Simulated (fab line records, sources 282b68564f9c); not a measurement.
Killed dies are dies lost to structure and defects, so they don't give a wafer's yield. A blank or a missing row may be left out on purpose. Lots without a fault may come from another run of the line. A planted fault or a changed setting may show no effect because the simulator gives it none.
fab line records | flow rit_cmos
record lots=5 wafers=23
route steps=202 shown M1@195
start_h: hours from the record's first day to the start of the lot's first wafer shown | wait_h: hours since the lot's step before | " the same as in the row above | L1.1+2: a row that stands for several wafers | - no value, or no start given | * or withheld: withheld | < > ~ a bound
route shown NAME@n: a module of which the file shows steps, and the number in the route of the first | usual: mean/standard deviation of fault-free wafers | same: alike in all rows | chamber/n: place in a boat | sites: the reading at each site | _std_site: their standard deviation | _edge_site: outer sites' mean less inner sites' | radius_mm: how far each site lies from the wafer's centre | mask NAME#n: copy n | behind: the tool/chamber that last shaped the wafer | hold: why the lot was held/for how many hours/how that ended | device: the transistor (n, p or np) that didn't switch | end of line: the same wafers' tests at the end of the route | a step without rows: its recipe alone | killed: dies lost to structure and defects at the first sort, not the wafer's yield | map: a wafer's dies, x killed, . not, _ none there
set.NAME: the setting as run; set.NAME@STEP: as run at that earlier step | model.NAME: the simulator's own value behind a step, which no gauge read
lots whose settings were changed on purpose; a table a step, a row a wafer
## steps
# step RIT_M1_HARDBAKE_11
# recipe resist=NOVOLAK temp_c=140 time_s=120
# columns lot.wafer tool chamber start_h wait_h set.temp_c
L074.1+2+3+4+6 litho_track-03 0 54.99 0.0 140
L077.2+4+6 litho_track-03 0 70.39 0.1 140
L077.3+5 " 0 " " 143.2
L079.1+2+5 litho_track-01 0 80.60 0.0 141.5
L079.3+4 " 0 " " 140
L082.1+2+4+5+6 litho_track-03 0 94.74 0.0 140
L085.2+4+5 litho_track-01 0 114.73 0.1 140
# step RIT_M1_METAL_ETCH_12
# recipe stop_on=SiO2 chemistry=Cl2/BCl3 target=Al time_s=165 over_etch_frac=0.5 pressure_mtorr=100 target_depth_a=6000 rf_w=250 Cl2_flow_sccm=60 bcl3_flow_sccm=50
# columns lot.wafer tool chamber start_h wait_h set.chamber_pressure_pa@M1_SPUTTER_00 model.etch.depth_nm
L074.1 rie_metal-04 1 55.24 0.2 0.3491 416.4
L074.2 " 0 " " 0.3491 417.4
L074.3 " 0 " " 0.3491 415.8
L074.4 " 1 " " 0.3491 417.3
L074.6 " 0 " " 0.3491 417.8
L077.2 rie_metal-04 0 70.60 0.2 0.4348 391.1
L077.3 " 1 " " 0.4348 389.3
L077.4 " 0 " " 0.4348 391.8
L077.5 " 1 " " 0.4348 390.2
L077.6 " 0 " " 0.4348 390
L079.1 rie_metal-02 0 80.85 0.2 0.373 401.6
L079.2 " 1 " " 0.373 402.9
L079.3 " 0 " " 0.373 404.5
L079.4 " 1 " " 0.373 404.7
L079.5 " 1 " " 0.373 406.1
L082.1+6 rie_metal-02 0 94.99 0.2 0.4498 383.3
L082.2 " 1 " " 0.4498 383.8
L082.4 " 1 " " 0.4498 387.2
L082.5 " 1 " " 0.4498 385
L085.2 rie_metal-02 0 114.94 0.2 0.4 398.9
L085.4 " 1 " " 0.4 400.7
L085.5 " 0 " " 0.4 398.2
# step RIT_M1_STRIP_13
# recipe chemistry=nmp resist=NOVOLAK temp_c=80 time_s=600 dry=n2_spin
# step RIT_M1_STRIP_14
# recipe chemistry=O2 time_s=180 platen_temp_c=withheld power_w=500 pressure_mtorr=4000 o2_flow_sccm=4000
# step RIT_M1_CD_MEAS_90
# recipe target_cd_nm=2600
# usual cd_nm=2599.5/2.6
# columns lot.wafer tool chamber start_h wait_h set.dose_mj@M1_EXPOSE_06 cd_nm
L074.1 cd_sem-01 - 55.75 0.1 250 2598.5
L074.2 " - " " 258.3 2589.3
L074.3 " - " " 250 2600.0
L074.4 " - " " 258.3 2589.1
L074.6 " - " " 250 2600.0
L077.2 cd_sem-02 - 71.14 0.1 250 2601.7
L077.3 " - " " 263.2 2587.5
L077.4 " - " " 263.2 2587.4
L077.5 " - " " 263.2 2587.5
L077.6 " - " " 250 2602.9
L079.1 cd_sem-01 - 81.36 0.1 244.1 2603.9
L079.2 " - " " 244.1 2606.1
L079.3 " - " " 244.1 2607.0
L079.4 " - " " 250 2598.7
L079.5 " - " " 250 2598.6
L082.1 cd_sem-02 - 95.68 0.1 250 2594.2
L082.2 " - " " 267.2 2576.0
L082.4 " - " " 267.2 2577.6
L082.5 " - " " 250 2594.1
L082.6 " - " " 267.2 2574.0
L085.2 cd_sem-01 - 115.47 0.1 250 2597.5
L085.4 " - " " 250 2601.8
L085.5 " - " " 250 2600.0
# step RIT_M1_ANNEAL_15
# recipe temp_c=450 time_s=1800 ambient=forming_gas_H2N2
# step RIT_M1_PROBE_99
# usual killed_at_contacts=0.1/0.28 killed_at_front_end=7.2/3 killed_dies=7.2/2.9 killed_open=3.4/1.9 killed_short=3.8/2.1
# same gross_dies=264 killed_at_M0_to_M3=0 killed_at_M4_up=0 killed_at_back_side=0 killed_at_other=0
# columns lot.wafer tool chamber start_h wait_h set.temp_c@ACTIVE_OXIDATION_01 set.time_s@SDANNEAL_CLEAN_02 killed_at_contacts killed_at_front_end killed_dies killed_open killed_short model.etest.pldd.width_nm model.etest.nmos_narrow.drive_ua_um
L074.1 prober-02 - 57.49 0.1 1000 600 0 4 4 2 2 3201 219.3
L074.2 prober-02 - 57.54 0.1 1000 600 0 8 8 5 3 3182 214.6
L074.3 prober-02 - 57.59 0.2 1000 600 0 11 11 6 5 3165 218.3
L074.4 prober-02 - 57.64 0.2 1000 600 0 7 7 2 5 3194 221.5
L074.6 prober-02 - 57.74 0.2 1000 600 0 7 7 3 4 3201 224.1
L077.2 prober-01 - 72.91 0.1 1000 600 1 5 6 4 2 3158 225.9
L077.3 prober-01 - 72.96 0.2 1000 600 0 8 8 5 3 3156 220.6
L077.4 prober-01 - 73.01 0.2 1000 600 0 9 9 5 4 3166 221.8
L077.5 prober-01 - 73.06 0.2 1000 600 0 4 4 2 2 3167 231.8
L077.6 prober-01 - 73.11 0.2 1000 600 0 8 8 4 4 3157 217.3
L079.1 prober-01 - 83.10 0.1 1029 524.6 0 9 9 3 5 3031 189.5
L079.2 prober-01 - 83.15 0.1 1029 524.6 0 5 5 3 2 3032 191.7
L079.3 prober-01 - 83.20 0.2 1029 524.6 0 7 7 4 3 3000 189.3
L079.4 prober-01 - 83.25 0.2 1029 524.6 0 4 4 2 2 3004 185.2
L079.5 prober-01 - 83.30 0.2 1029 524.6 0 13 13 8 5 2990 188.6
L082.1 prober-02 - 97.42 0.1 991.9 625.3 0 9 9 6 3 3203 221.8
L082.2 prober-02 - 97.47 0.1 991.9 625.3 0 3 3 1 2 3174 228.1
L082.4 prober-02 - 97.57 0.2 991.9 625.3 0 8 8 2 6 3183 229.3
L082.5 prober-02 - 97.62 0.2 991.9 625.3 1 3 4 1 3 3199 228.4
L082.6 prober-02 - 97.67 0.2 991.9 625.3 0 4 4 2 2 3196 220.1
L085.2 prober-01 - 117.24 0.1 1000 600 0 12 12 8 4 3192 221.9
L085.4 prober-01 - 117.34 0.2 1000 600 0 12 12 6 6 3210 216.2
L085.5 prober-01 - 117.39 0.2 1000 600 0 8 8 2 6 3188 218.8
# killed by level:class
L074.1 GATE:geometric_particle:open=2 GATE:geometric_particle:short=2
L074.2 GATE:geometric_particle:open=3 REOX:geometric_particle:short=2 GATE:geometric_particle:short=1 REOX:geometric_particle:open=1 SPACER:geometric_particle:open=1
L074.3 GATE:geometric_particle:open=3 GATE:geometric_particle:short=3 FOX1:geometric_particle:open=1 FOX1:geometric_particle:short=1 REOX:geometric_particle:open=1 SPACER:geometric_particle:short=1 SILICIDE:geometric_particle:open=1
L074.4 GATE:geometric_particle:short=3 GATE:geometric_particle:open=2 REOX:geometric_particle:short=1 SILICIDE:geometric_particle:short=1
L074.6 GATE:geometric_particle:short=3 GATE:geometric_particle:open=2 SILICIDE:geometric_particle:open=1 SILICIDE:geometric_particle:short=1
L077.2 FOX1:geometric_particle:short=2 GATE:geometric_particle:open=2 REOX:geometric_particle:open=1 CONTACT:geometric_particle:open=1
L077.3 GATE:geometric_particle:short=2 SPACER:geometric_particle:open=2 FOX1:geometric_particle:open=1 FOX1:geometric_particle:short=1 GATE:geometric_particle:open=1 SILICIDE:geometric_particle:open=1
L077.4 GATE:geometric_particle:open=3 GATE:geometric_particle:short=3 SPACER:geometric_particle:open=1 SILICIDE:geometric_particle:open=1 SILICIDE:geometric_particle:short=1
L077.5 FOX1:geometric_particle:short=1 REOX:geometric_particle:open=1 GATE:geometric_particle:open=1 SILICIDE:geometric_particle:short=1
L077.6 GATE:geometric_particle:short=4 FOX1:geometric_particle:open=1 FOX2:geometric_particle:open=1 GATE:geometric_particle:open=1 REOX:geometric_particle:open=1
L079.1 GATE:geometric_particle:short=2 SILICIDE:geometric_particle:short=2 FOX1:geometric_particle:open=1 GATE:geometric_particle:open=1 REOX:geometric_particle:short=1 SPACER:geometric_particle:open=1 NRETRO:coat_microbubble_printed=1
L079.2 GATE:geometric_particle:open=2 REOX:geometric_particle:short=1 SILICIDE:geometric_particle:short=1 SILICIDE:geometric_particle:open=1
L079.3 GATE:geometric_particle:open=2 SPACER:geometric_particle:short=2 FOX1:geometric_particle:open=1 GATE:geometric_particle:short=1 SPACER:geometric_particle:open=1
L079.4 FOX1:geometric_particle:short=1 GATE:geometric_particle:open=1 SPACER:geometric_particle:short=1 SILICIDE:geometric_particle:open=1
L079.5 GATE:geometric_particle:short=4 FOX1:geometric_particle:open=2 GATE:geometric_particle:open=2 SILICIDE:geometric_particle:open=2 ACTIVE:geometric_particle:short=1 REOX:geometric_particle:open=1 SPACER:geometric_particle:open=1
L082.1 SPACER:geometric_particle:open=3 GATE:geometric_particle:open=2 FOX2:geometric_particle:short=1 GATE:geometric_particle:short=1 REOX:geometric_particle:open=1 SPACER:geometric_particle:short=1
L082.2 GATE:geometric_particle:short=1 GATE:geometric_particle:open=1 SPACER:geometric_particle:short=1
L082.4 FOX1:geometric_particle:short=2 GATE:geometric_particle:open=1 GATE:geometric_particle:short=1 REOX:geometric_particle:short=1 SPACER:geometric_particle:short=1 SPACER:geometric_particle:open=1 SILICIDE:geometric_particle:short=1
L082.5 GATE:geometric_particle:short=1 GATE:geometric_particle:open=1 REOX:geometric_particle:short=1 CONTACT:geometric_particle:short=1
L082.6 FOX2:geometric_particle:open=1 GATE:geometric_particle:short=1 SILICIDE:geometric_particle:short=1 SILICIDE:geometric_particle:open=1
L085.2 GATE:geometric_particle:open=4 FOX1:geometric_particle:open=2 GATE:geometric_particle:short=2 SPACER:geometric_particle:open=2 FOX1:geometric_particle:short=1 SPACER:geometric_particle:short=1
L085.4 GATE:geometric_particle:open=3 GATE:geometric_particle:short=3 FOX1:geometric_particle:short=2 REOX:geometric_particle:open=2 FOX2:geometric_particle:open=1 SPACER:geometric_particle:short=1
L085.5 REOX:geometric_particle:short=3 FOX1:geometric_particle:short=1 GATE:geometric_particle:short=1 GATE:geometric_particle:open=1 SPACER:geometric_particle:open=1 SPACER:geometric_particle:short=1
## key
split step=RIT_M1_HARDBAKE_11 setting=temp_c stated=140 by=wafer
response none clear
split outside_this_file step=RIT_ACTIVE_OXIDATION_01 setting=temp_c
split outside_this_file step=RIT_SDANNEAL_CLEAN_02 setting=time_s
split outside_this_file step=RIT_M1_SPUTTER_00 setting=chamber_pressure_pa
split outside_this_file step=RIT_M1_EXPOSE_06 setting=dose_mj
# split outside_this_file: this setting was split too, and the file shows its column; the key of that split is in another file
